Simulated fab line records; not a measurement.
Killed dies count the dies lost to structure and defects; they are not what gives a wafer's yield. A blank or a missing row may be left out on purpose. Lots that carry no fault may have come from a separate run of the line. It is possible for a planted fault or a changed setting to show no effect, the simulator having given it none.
Struck lot and sound lot, side by side || flow berkeley_cmos170 || 14 steps out of a route of 331
Sound: these wafers, L323.3, L323.4, L323.5. Wafers L336.1, L336.3, L336.5 were the ones struck. The cause comes at the end.
At each step with rows: each side's tool, then ch and its chambers, then its first start. Under that, the readings that differ: sound wafers || struck wafers || difference of the means || sigmas: that difference in standard deviations of wafers without a fault.
alike: readings whose means differ by less than 2 such deviations, and words and numbers that are the same on both sides. not compared: withheld readings, readings that some wafer has no value for, bounds like >300 that may hide the same value, and numbers for which the record gives no deviation and whose values overlap.
The two part at a step that has a row with sigmas, a row that says differs or no value, or rows on one side only. When numbers do not overlap yet have no deviation, they are printed without sigmas and do not part them. A reading missing from all wafers of one side parts the sides only when that side holds two or more wafers.

first, 1 step without rows for these wafers: UCB170_CONTACT_CVD_01 (deposits PSG from SiH4/O2/PH3, target thk 700 nm, time 2820 s).
UCB170_CONTACT_THK_MEAS_02:
  struck on film_metro-03, day 9 16:56; sound on film_metro-04, day 7 20:52
  alike: CONTACT_PSG_THK
then, 3 steps without rows for these wafers: UCB170_CONTACT_HMDS_03 (prime time 60 s); UCB170_CONTACT_COAT_04 (resist thk 900 nm); UCB170_CONTACT_SOFTBAKE_05 (time 60 s).
UCB170_CONTACT_STRIP_06: strips in O2.
  sound on plasma_asher-03 ch 0,1, day 7 21:41; struck on plasma_asher-02 ch 0,1, day 9 18:11
  alike: drypump_motor_current_A, oes_product_au, strip_time_to_endpoint_s
  not compared: rf_hours_counter_h
then, 1 step without rows for these wafers: UCB170_CONTACT_CLEAN_07 (cleans in SPM, time 600 s).
UCB170_CONTACT_RTA_08: time 10 s.
  sound on rtp_anneal-01 ch 0, day 7 21:57; struck on rtp_anneal-01 ch 0, day 9 18:29
  alike: lamp_power_pct, wafer_temp_C_max
then, 4 steps without rows for these wafers: UCB170_CONTACT_COAT_09; UCB170_CONTACT_COAT_10 (resist thk 885.6 nm); UCB170_CONTACT_SOFTBAKE_11 (time 60 s); UCB170_CONTACT_EXPOSE_12 (exposes mask CONT, target cd 700 nm).
UCB170_CONTACT_PEB_13:
  sound on litho_track-03 ch 0, day 7 23:07; struck on litho_track-02, day 9 20:16
  no value came back on the struck wafers for chill_plate_temp_C (C), exhaust_pa (Pa); on the sound wafers chill_plate_temp_C (C) reads 22.97 22.92 23.06
then, 1 step without rows for these wafers: UCB170_CONTACT_DEVELOP_14 (develop time 45 s).

== WHERE THEY PART ==
Within this record, at UCB170_CONTACT_PEB_13 only.

WHY: the cause the simulator had injected
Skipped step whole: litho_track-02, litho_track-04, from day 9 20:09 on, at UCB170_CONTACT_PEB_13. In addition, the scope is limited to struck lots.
